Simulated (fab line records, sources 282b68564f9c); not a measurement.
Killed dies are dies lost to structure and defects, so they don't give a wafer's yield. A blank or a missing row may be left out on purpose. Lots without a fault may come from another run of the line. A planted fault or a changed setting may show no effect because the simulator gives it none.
Split-lot experiment | flow rit_cmos | 5 lots, 23 wafers read, on a route of 202 steps

THE SPLIT
At RIT_M1_COAT_04 (resist thk 1300 nm), the setting resist_thk_nm was moved away from the recipe's 1300 nm on 11 of the 23 wafers read, by -5.2% to +5.1%. The other wafers ran this setting at the recipe's value.

FROM THE SPLIT TO THE READING: what the file shows between them, 7 steps
- RIT_M1_SOFTBAKE_05: time 60 s (also split here: temp_c)
- RIT_M1_EXPOSE_06: exposes mask M12, target cd 2600 nm
- RIT_M1_PEB_07
- RIT_M1_HARDBAKE_11: time 120 s
- RIT_M1_METAL_ETCH_12: etches Al in Cl2/BCl3, stops on SiO2, time 165 s, target depth 600 nm (also split here: over_etch_frac)
- RIT_M1_STRIP_13: strips in nmp, time 600 s
- RIT_M1_STRIP_14: strips in O2, time 180 s

THE READING
cd_nm, in nm, at RIT_M1_CD_MEAS_90 (target cd 2600 nm). Fault-free wafers of this fab line usually give 2599 nm, standard deviation 3.5 nm.

wafer  | tool, chamber at the split | resist_thk_nm as run, nm | against the recipe | cd_nm, nm | against lot-mates on the recipe
L077.1 | litho_track-02, 0          | 1300                     | recipe             | 2598      | -
L077.2 | litho_track-02, 0          | 1354                     | +4.2%              | 2608      | +9
L077.4 | litho_track-02, 0          | 1300                     | recipe             | 2598      | -
L077.5 | litho_track-02, 0          | 1300                     | recipe             | 2601      | -
L077.6 | litho_track-02, 0          | 1354                     | +4.2%              | 2607      | +8
L078.1 | litho_track-01, 0          | 1232                     | -5.2%              | 2590      | -12
L078.2 | litho_track-01, 0          | 1300                     | recipe             | 2603      | -
L078.3 | litho_track-01, 0          | 1232                     | -5.2%              | 2590      | -12
L078.5 | litho_track-01, 0          | 1300                     | recipe             | 2601      | -
L078.6 | litho_track-01, 0          | 1232                     | -5.2%              | 2594      | -8
L079.1 | litho_track-01, 0          | 1366                     | +5.1%              | 2605      | +6
L079.2 | litho_track-01, 0          | 1366                     | +5.1%              | 2604      | +5
L079.3 | litho_track-01, 0          | 1300                     | recipe             | 2599      | -
L079.4 | litho_track-01, 0          | 1366                     | +5.1%              | 2603      | +4
L079.6 | litho_track-01, 0          | 1300                     | recipe             | 2599      | -
L083.1 | litho_track-01, 0          | 1300                     | recipe             | 2597      | -
L083.2 | litho_track-01, 0          | 1300                     | recipe             | 2596      | -
L083.4 | litho_track-01, 0          | 1300                     | recipe             | 2596      | -
L085.1 | litho_track-01, 0          | 1300                     | recipe             | 2595      | -
L085.2 | litho_track-01, 0          | 1343                     | +3.3%              | 2599      | +4
L085.4 | litho_track-01, 0          | 1300                     | recipe             | 2595      | -
L085.5 | litho_track-01, 0          | 1343                     | +3.3%              | 2598      | +3
L085.6 | litho_track-01, 0          | 1343                     | +3.3%              | 2599      | +4

THE FIT
A straight line over all 23 wafers: cd_nm changes by +1.25 nm for each +1% of resist_thk_nm; r = +0.82; the points scatter about the line by 2.8 nm.
The same after taking each lot's own level away (the mean of its wafers on the recipe; 23 wafers): +1.61 nm for each +1%; r = +0.94; scatter 1.8 nm.
On that fit, the largest move of resist_thk_nm shifts the reading by 8.4 nm.
The lots' own levels span 2595.0 to 2602.0 nm, that is 2.0 times the standard deviation above.
So the lot-to-lot level changes the slope: the two fits differ.
Check: with one of the wafers moved furthest among these (-5.2%) left out of the fit, the line predicts -8.39 nm for it against its lot-mates. It came out at -12 nm against them.

OTHER SPLITS ON THESE WAFERS
These wafers also went through other splits before the reading. Each is held against what the fit with the lots' levels taken away leaves over:
other split on the same wafers      | wafers away from the commonest value | r with cd_nm (lot level and that fit taken away)
RIT_NLDD_COAT_01 resist_thk_nm      | 7                                    | +0.00
RIT_PLDD_IMPLANT_08 dose_cm2        | 10                                   | +0.64
RIT_NSD_IMPLANT_08 energy_kev       | 8                                    | -0.07
RIT_PSD_HARDBAKE_07 temp_c          | 8                                    | +0.06
RIT_SILICIDE_SPUTTER_01 time_s      | 10                                   | -0.51
RIT_M1_SOFTBAKE_05 temp_c           | 7                                    | -0.42
RIT_M1_METAL_ETCH_12 over_etch_frac | 8                                    | -0.11

THE WHOLE CHAIN: every reading that the file lists as answering this split, in the file's order
step                 | what it does                                                          | reading                                                                       | change (the file's fit)              | r (the file's)
RIT_M1_COAT_04       | resist thk 1300 nm                                                    | NOVOLAK_of_M1_COAT_04.thk_nm (the simulator's own value, which no gauge read) | +12.8 nm for each +1% of the setting | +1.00
RIT_M1_HARDBAKE_11   | time 120 s                                                            | NOVOLAK_of_M1_COAT_04.thk_nm (the simulator's own value, which no gauge read) | +11.1 nm for each +1% of the setting | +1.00
RIT_M1_METAL_ETCH_12 | etches Al in Cl2/BCl3, stops on SiO2, time 165 s, target depth 600 nm | NOVOLAK_of_M1_COAT_04.thk_nm (the simulator's own value, which no gauge read) | +12 nm for each +1% of the setting   | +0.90
RIT_M1_CD_MEAS_90    | target cd 2600 nm                                                     | cd_nm                                                                         | +1.57 nm for each +1% of the setting | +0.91

THE FILE'S OWN FIT
cd_nm changes by +1.57 nm for each +1% of resist_thk_nm, r = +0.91.
